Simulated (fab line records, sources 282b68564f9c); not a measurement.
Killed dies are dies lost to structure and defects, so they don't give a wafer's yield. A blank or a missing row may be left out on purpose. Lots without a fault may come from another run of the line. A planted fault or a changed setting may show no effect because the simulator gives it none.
fab line records | flow rit_cmos
record lots=5 wafers=15 last_day=6
route steps=202 shown ACTIVE@11 FOX1@20 FOX2@23 NWELL@28 PWELL@39 WELLDRIVE@50 SILICIDE@161 M1@202
lots that met no fault: from a run of the same line without faults
start_h: hours from the record's first day to the start of the lot's first wafer shown | wait_h: hours since the lot's step before | " the same as in the row above | L1.1+2: a row that stands for several wafers | - no value, or no start given | * or withheld: withheld | < > ~ a bound
route shown NAME@n: a module of which the file shows steps, and the number in the route of the first | usual: mean/standard deviation of fault-free wafers | same: alike in all rows | chamber/n: place in a boat | sites: the reading at each site | _std_site: their standard deviation | _edge_site: outer sites' mean less inner sites' | radius_mm: how far each site lies from the wafer's centre | mask NAME#n: copy n | behind: the tool/chamber that last shaped the wafer | hold: why the lot was held/for how many hours/how that ended | device: the transistor (n, p or np) that didn't switch | end of line: the same wafers' tests at the end of the route | a step without rows: its recipe alone | killed: dies lost to structure and defects at the first sort, not the wafer's yield | map: a wafer's dies, x killed, . not, _ none there
set.NAME: the setting as run; set.NAME@STEP: as run at that earlier step | model.NAME: the simulator's own value behind a step, which no gauge read
lots at some steps of the route; a table a step, a row a wafer
services: from which hour (start_h, from the record's first day; less than 0 if before it) a tool's chamber was out of use, for how many hours, and why
## steps
# step RIT_ACTIVE_DEVELOP_10
# recipe resist=NOVOLAK develop_time_s=50 dev_temp_c=23
# step RIT_ACTIVE_HARDBAKE_12
# recipe resist=NOVOLAK temp_c=140 time_s=60
# step RIT_ACTIVE_ETCH_13
# recipe stop_on=SiO2 chemistry=SF6 target=Si3N4 time_s=210 over_etch_frac=0.4 SF6_flow_sccm=200 pressure_mtorr=260 rf_w=125 target_depth_a=2100
# step RIT_ACTIVE_STRIP_14
# recipe chemistry=O2 time_s=180 resist=NOVOLAK platen_temp_c=withheld power_w=500 pressure_mtorr=4000 o2_flow_sccm=4000
# step RIT_ACTIVE_CLEAN_15
# recipe chemistry=SC1 mix=3:3:50 time_s=600 temp_c=75
# step RIT_ACTIVE_CLEAN_16
# recipe chemistry=dHF dilution=50:1 time_s=30
# step RIT_ACTIVE_CLEAN_17
# recipe chemistry=SC2 mix=3:3:50 time_s=600 temp_c=75 dry=n2_spin
# step RIT_FOX1_OXIDATION_00
# recipe temp_c=1100 ambient=H2O target_thk_a=3507 p_h2o_torr=720 ox_time_s=1086
# step RIT_FOX1_WET_ETCH_02
# recipe chemistry=BOE target_depth_nm=350 time_s=390 temp_c=21.5 dry=n2_spin dilution=10:1 target=SiO2
# step RIT_FOX2_OXIDATION_00
# recipe temp_c=1100 ambient=H2O target_thk_a=3507 p_h2o_torr=720 ox_time_s=1130
# usual spike_tc_centre_C=1103.7/1.3 spike_tc_load_C=1125.3/2 spike_tc_source_C=1125.6/1.1 tube_center_temp_C=1100/0.11 tube_center_temp_C_max=1102.8/0.39
# columns lot.wafer tool chamber start_h wait_h spike_tc_centre_C spike_tc_load_C spike_tc_source_C tube_center_temp_C tube_center_temp_C_max model.SiO2_of_FOX2_OXIDATION_00.thk_nm
L553.2 furnace-03 0 63.63 0.1 1102.3 1125.2 1125.6 1100 1103.4 357.6
L553.3 " 0 " " 1104.5 1125.8 1125.7 1099.9 1102.5 355.2
L553.6 " 0 " " 1105.6 1124.3 1125.3 1100.1 1102.5 355.8
L555.3 furnace-03 0 72.14 0.0 1141.1 1161.0 1163.5 1135 1138.1 415.7
L555.4 " 0 " " 1139.1 1160.4 1160.1 1135 1137.3 415.3
L555.6 " 0 " " 1139.9 1161.3 1162.3 1135 1137.4 420.2
L556.1 furnace-01 0 84.56 3.4 1102.3 1126.7 1123.3 1100 1103.1 340.1
L556.2 " 0 " " 1102.6 1128.1 1126.8 1099.9 1103.3 345.5
L556.3 " 0 " " 1104.8 1127.0 1126.9 1100.2 1102.9 340.8
L558.3 furnace-03 0 94.25 1.8 1138.7 1161.7 1161.6 1135 1137.5 403.3
L558.5 " 0 " " 1139.6 1159.6 1161.4 1135 1137.7 403.5
L558.6 " 0 " " 1139.1 1162.4 1160.3 1135.1 1137.9 407.4
L559.3 furnace-03 0 98.12 1.5 1139.0 1159.6 1162.6 1135 1137.4 401.8
L559.4 " 0 " " 1139.6 1160.2 1160.1 1134.9 1139.0 403.8
L559.5 " 0 " " 1140.1 1160.8 1162.5 1135.1 1137.2 396.2
# step RIT_FOX2_THK_MEAS_01
# recipe reads=SiO2_of_FOX2_OXIDATION_00
# usual FOX2_OXIDE_THK=349/7.3
# columns lot.wafer tool chamber start_h wait_h FOX2_OXIDE_THK[nm]
L553.2 film_metro-02 - 64.95 0.0 358
L553.3 " - " " 355
L553.6 " - " " 356
L555.3 film_metro-04 - 73.47 0.0 416
L555.4 " - " " 415
L555.6 " - " " 420
L556.1 film_metro-02 - 85.87 0.0 340
L556.2 " - " " 345
L556.3 " - " " 341
L558.3 film_metro-02 - 95.59 0.0 403
L558.5 " - " " 404
L558.6 " - " " 408
L559.3 film_metro-03 - 99.45 0.0 402
L559.4 " - " " 404
L559.5 " - " " 396
# step RIT_FOX2_CLEAN_02
# recipe chemistry=dHF dilution=50:1 time_s=180
# step RIT_FOX2_WET_ETCH_03
# recipe chemistry=H3PO4 target=Si3N4 target_depth_nm=195 temp_c=165 time_s=2700
# step RIT_FOX2_THK_MEAS_90
# recipe reads=SiO2_of_FOX2_OXIDATION_00
# usual FIELD_OXIDE_LEFT_1_THK=321/7.3
# columns lot.wafer tool chamber start_h wait_h FIELD_OXIDE_LEFT_1_THK[nm]
L553.2 film_metro-02 - 65.83 0.0 330
L553.3 " - " " 328
L553.6 " - " " 328
L555.3 film_metro-02 - 74.35 0.0 389
L555.4 " - " " 389
L555.6 " - " " 393
L556.1 film_metro-04 - 86.75 0.0 312
L556.2 " - " " 318
L556.3 " - " " 313
L558.3 film_metro-03 - 96.46 0.0 376
L558.5 " - " " 376
L558.6 " - " " 380
L559.3 film_metro-04 - 100.33 0.0 374
L559.4 " - " " 376
L559.5 " - " " 369
# step RIT_NWELL_HMDS_00
# recipe prime_time_s=60 prime_temp_c=140
# step RIT_NWELL_COAT_01
# recipe resist=NOVOLAK spin_rpm=2000 resist_thk_nm=1300
# step RIT_NWELL_SOFTBAKE_02
# recipe resist=NOVOLAK temp_c=90 time_s=60
# step RIT_NWELL_EXPOSE_03
# recipe mask_id=M2 na=0.57 target_cd_nm=43900 dose_mj=250
# step RIT_NWELL_PEB_04
# recipe resist=NOVOLAK temp_c=withheld time_s=withheld
# step RIT_NWELL_DEVELOP_05
# recipe resist=NOVOLAK develop_time_s=71.32 dev_temp_c=23
# step RIT_NWELL_HARDBAKE_07
# recipe resist=NOVOLAK temp_c=140 time_s=120
# step RIT_NWELL_IMPLANT_08
# recipe species=P energy_kev=170 dose_cm2=5e+13 tilt_deg=7
# step RIT_NWELL_STRIP_09
# recipe chemistry=O2 time_s=180 resist=NOVOLAK platen_temp_c=withheld power_w=500 pressure_mtorr=4000 o2_flow_sccm=4000
# step RIT_PWELL_HMDS_00
# recipe prime_time_s=60 prime_temp_c=140
# step RIT_PWELL_COAT_01
# recipe resist=NOVOLAK spin_rpm=2000 resist_thk_nm=1300
# step RIT_PWELL_SOFTBAKE_02
# recipe resist=NOVOLAK temp_c=90 time_s=60
# step RIT_PWELL_EXPOSE_03
# recipe mask_id=M3 na=0.57 target_cd_nm=43700 dose_mj=250
# step RIT_PWELL_PEB_04
# recipe resist=NOVOLAK temp_c=withheld time_s=withheld
# step RIT_PWELL_DEVELOP_05
# recipe resist=NOVOLAK develop_time_s=68 dev_temp_c=23
# step RIT_PWELL_HARDBAKE_07
# recipe resist=NOVOLAK temp_c=140 time_s=120
# step RIT_PWELL_IMPLANT_08
# recipe species=B energy_kev=170 dose_cm2=7e+13 tilt_deg=7
# step RIT_PWELL_STRIP_09
# recipe chemistry=O2 time_s=180 resist=NOVOLAK platen_temp_c=withheld power_w=500 pressure_mtorr=4000 o2_flow_sccm=4000
# step RIT_WELLDRIVE_ANNEAL_00
# recipe temp_c=1100 time_s=14700 ambient=N2
# step RIT_FOX2_THK_MEAS_91
# recipe reads=SiO2_of_FOX2_OXIDATION_00
# usual FIELD_OXIDE_LEFT_2_THK=254/7.4
# columns lot.wafer tool chamber start_h wait_h FIELD_OXIDE_LEFT_2_THK[nm]
L553.2 film_metro-03 - 78.43 0.0 262
L553.3 " - " " 259
L553.6 " - " " 260
L555.3 film_metro-02 - 90.18 0.0 320
L555.4 " - " " 320
L555.6 " - " " 325
L556.1 film_metro-02 - 102.79 0.0 245
L556.2 " - " " 250
L556.3 " - " " 246
L558.3 film_metro-02 - 109.34 0.0 308
L558.5 " - " " 309
L558.6 " - " " 313
L559.3 film_metro-02 - 114.09 0.0 305
L559.4 " - " " 307
L559.5 " - " " 299
# step RIT_SILICIDE_WET_ETCH_00
# recipe chemistry=BOE target=SiO2 target_depth_nm=14 time_s=15 dry=n2_spin dilution=10:1 temp_c=21.5
# same time_s=15
# columns lot.wafer tool chamber start_h wait_h model.SiO2_of_FOX2_OXIDATION_00.thk_nm
L553.2 wet_bench-03 2 104.00 0.1 157.1
L553.3 " 2 " " 154.2
L553.6 " 2 " " 154.9
L555.3 wet_bench-03 0 111.82 0.1 214.7
L555.4 " 0 " " 215.4
L555.6 " 0 " " 219.9
L556.1 wet_bench-03 3 124.74 0.1 139.3
L556.2 " 3 " " 146.4
L556.3 " 3 " " 141.3
L558.3 wet_bench-01 2 132.22 0.1 203.4
L558.5 " 2 " " 203.9
L558.6 " 2 " " 206.9
L559.3 wet_bench-03 1 136.84 0.1 199.3
L559.4 " 1 " " 202.1
L559.5 " 1 " " 193.7
# step RIT_M1_PROBE_99
# usual killed_at_contacts=0.0/0.18 killed_at_front_end=7/3.4 killed_dies=7/3.4 killed_open=3.7/2.2 killed_short=3.6/2.2
# same gross_dies=264 killed_at_M0_to_M3=0 killed_at_M4_up=0 killed_at_back_side=0 killed_at_other=0
# columns lot.wafer tool chamber start_h wait_h killed_at_contacts killed_at_front_end killed_dies killed_open killed_short model.etest.pldd.width_nm model.etest.nldd.width_nm model.etest.pplus_sal.width_nm model.etest.nplus_sal.width_nm model.etest.pwell.rs_ohm_sq model.etest.nmos_narrow.drive_ua_um model.etest.pmos_narrow.drive_ua_um model.etest.field_n.vt_v
L553.2 prober-01 - 111.27 0.1 0 6 6 2 4 3105 3137 3413 3411 418.2 207.4 94.6 35.59
L553.3 prober-01 - 111.32 0.2 0 3 3 1 2 3124 3104 3387 3412 417.9 211.1 96.5 35.32
L553.6 prober-01 - 111.47 0.2 0 8 8 4 4 3141 3140 3417 3407 414.9 211.3 95.32 35.32
L555.3 prober-01 - 118.70 0.2 0 13 13 7 6 3045 3021 3383 3372 446.4 196.3 90.2 42.62
L555.4 prober-01 - 118.75 0.2 0 9 9 6 3 3036 3014 3365 3370 449.3 194.4 88.4 42.58
L555.6 prober-01 - 118.85 0.2 0 10 10 6 4 3028 3037 3373 3363 449.6 198.1 90.31 43.19
L556.1 prober-02 - 131.71 0.1 0 8 8 4 4 3122 3110 3421 3409 407.2 212.7 96.35 33.3
L556.2 prober-02 - 131.76 0.1 0 6 6 3 3 3124 3118 3415 3419 409.9 216.5 99.44 34.04
L556.3 prober-02 - 131.81 0.2 0 8 8 4 4 3104 3115 3394 3411 409.1 213.6 97.13 33.48
L558.3 prober-02 - 139.45 0.2 0 8 8 6 2 3045 3037 3384 3390 434.8 196.8 92.69 41.42
L558.5 prober-02 - 139.55 0.2 1 9 10 6 4 3038 3053 3374 3350 429.1 200.1 94.07 41.45
L558.6 prober-02 - 139.60 0.2 0 9 9 5 4 3044 3034 3393 3385 425.8 193 90.45 41.87
L559.3 prober-01 - 144.51 0.2 0 9 9 5 4 3069 3052 3391 3380 437 209.5 95.72 40.91
L559.4 prober-01 - 144.56 0.2 0 4 4 3 1 3057 3048 3380 3398 435.8 201.4 94.37 41.2
L559.5 prober-01 - 144.61 0.2 0 15 15 5 10 3084 3084 3407 3396 435.9 207.8 94.68 40.24
# killed by level:class
L553.2 FOX1:geometric_particle:short=1 GATE:geometric_particle:short=1 GATE:geometric_particle:open=1 REOX:geometric_particle:open=1 REOX:geometric_particle:short=1 SILICIDE:geometric_particle:short=1
L553.3 GATE:geometric_particle:short=1 REOX:geometric_particle:short=1 SPACER:geometric_particle:open=1
L553.6 GATE:geometric_particle:short=3 GATE:geometric_particle:open=2 FOX1:geometric_particle:open=1 FOX2:geometric_particle:open=1 REOX:geometric_particle:short=1
L555.3 GATE:geometric_particle:short=5 FOX1:geometric_particle:open=3 GATE:geometric_particle:open=3 SILICIDE:geometric_particle:short=1 SILICIDE:geometric_particle:open=1
L555.4 GATE:geometric_particle:open=3 REOX:geometric_particle:open=2 FOX1:geometric_particle:open=1 GATE:geometric_particle:short=1 REOX:geometric_particle:short=1 SILICIDE:geometric_particle:short=1
L555.6 FOX1:geometric_particle:open=2 FOX1:geometric_particle:short=1 FOX2:geometric_particle:open=1 GATE:geometric_particle:short=1 GATE:geometric_particle:open=1 REOX:geometric_particle:short=1 REOX:geometric_particle:open=1 SPACER:geometric_particle:open=1
L556.1 FOX1:geometric_particle:short=1 FOX1:geometric_particle:open=1 FOX2:geometric_particle:open=1 GATE:geometric_particle:short=1 REOX:geometric_particle:open=1 SPACER:geometric_particle:short=1 SPACER:geometric_particle:open=1 SILICIDE:geometric_particle:short=1
L556.2 SPACER:geometric_particle:open=2 ACTIVE:geometric_particle:short=1 GATE:geometric_particle:short=1 GATE:geometric_particle:open=1 SPACER:geometric_particle:short=1
L556.3 FOX1:geometric_particle:open=2 FOX1:geometric_particle:short=1 FOX2:geometric_particle:short=1 FOX2:geometric_particle:open=1 REOX:geometric_particle:open=1 SPACER:geometric_particle:short=1 SILICIDE:geometric_particle:short=1
L558.3 GATE:geometric_particle:open=5 GATE:geometric_particle:short=2 SILICIDE:geometric_particle:open=1
L558.5 GATE:geometric_particle:open=3 GATE:geometric_particle:short=2 REOX:geometric_particle:open=2 REOX:geometric_particle:short=1 SPACER:geometric_particle:short=1 CONTACT:geometric_particle:open=1
L558.6 GATE:geometric_particle:short=3 GATE:geometric_particle:open=3 FOX1:geometric_particle:short=1 FOX1:geometric_particle:open=1 FOX2:geometric_particle:open=1
L559.3 FOX2:geometric_particle:open=3 GATE:geometric_particle:short=2 SILICIDE:geometric_particle:open=2 REOX:geometric_particle:short=1 SILICIDE:geometric_particle:short=1
L559.4 FOX2:geometric_particle:open=1 GATE:geometric_particle:open=1 GATE:geometric_particle:short=1 REOX:geometric_particle:open=1
L559.5 GATE:geometric_particle:short=5 SILICIDE:geometric_particle:short=4 GATE:geometric_particle:open=2 REOX:geometric_particle:open=2 REOX:geometric_particle:short=1 SILICIDE:geometric_particle:open=1
## services
# columns tool chamber start_h hours kind
wet_bench-01 - 121.96 4.6 repair
## key
first_sign step=RIT_FOX2_OXIDATION_00 reading=tube_center_temp_C direction=up sigmas=99+ usual=* struck=*
effect step=RIT_FOX2_OXIDATION_00 reading=tube_center_temp_C_max direction=up sigmas=90 usual=* struck=*
effect step=RIT_FOX2_THK_MEAS_01 reading=FOX2_OXIDE_THK direction=up sigmas=8.1 usual=349 struck=407
effect step=RIT_FOX2_THK_MEAS_90 reading=FIELD_OXIDE_LEFT_1_THK direction=up sigmas=8 usual=321 struck=380
effect step=RIT_FOX2_THK_MEAS_91 reading=FIELD_OXIDE_LEFT_2_THK direction=up sigmas=7.9 usual=254 struck=312
model_effect step=RIT_FOX2_OXIDATION_00 value=SiO2_of_FOX2_OXIDATION_00.thk_nm without=353.5 struck=407.5
model_effect step=RIT_SILICIDE_WET_ETCH_00 value=SiO2_of_FOX2_OXIDATION_00.thk_nm without=152.7 struck=206.6
model_effect step=RIT_M1_PROBE_99 value=etest.pldd.width_nm without=3134 struck=3050
met_at RIT_FOX2_OXIDATION_00
struck_wafers L555.3,L555.4,L555.6,L558.3,L558.5,L558.6,L559.3,L559.4,L559.5
tester_left_out L555,L558,L559
onset_between 63.63 72.14
fault kind=process_parameter_drift tool=furnace-03 chamber=- onset_h=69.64 steps=RIT_FOX2_OXIDATION_00 channel=temp_c offset=* shape=step end_h=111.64 acts_in=* stated=*
# tester_left_out: of these lots the tester's yield and bins aren't shown, on N5 and GAA mostly nor the transistor test; their killed dies are dies lost to structure and defects alone, not to doping, threshold or leakage, so they don't give the yield
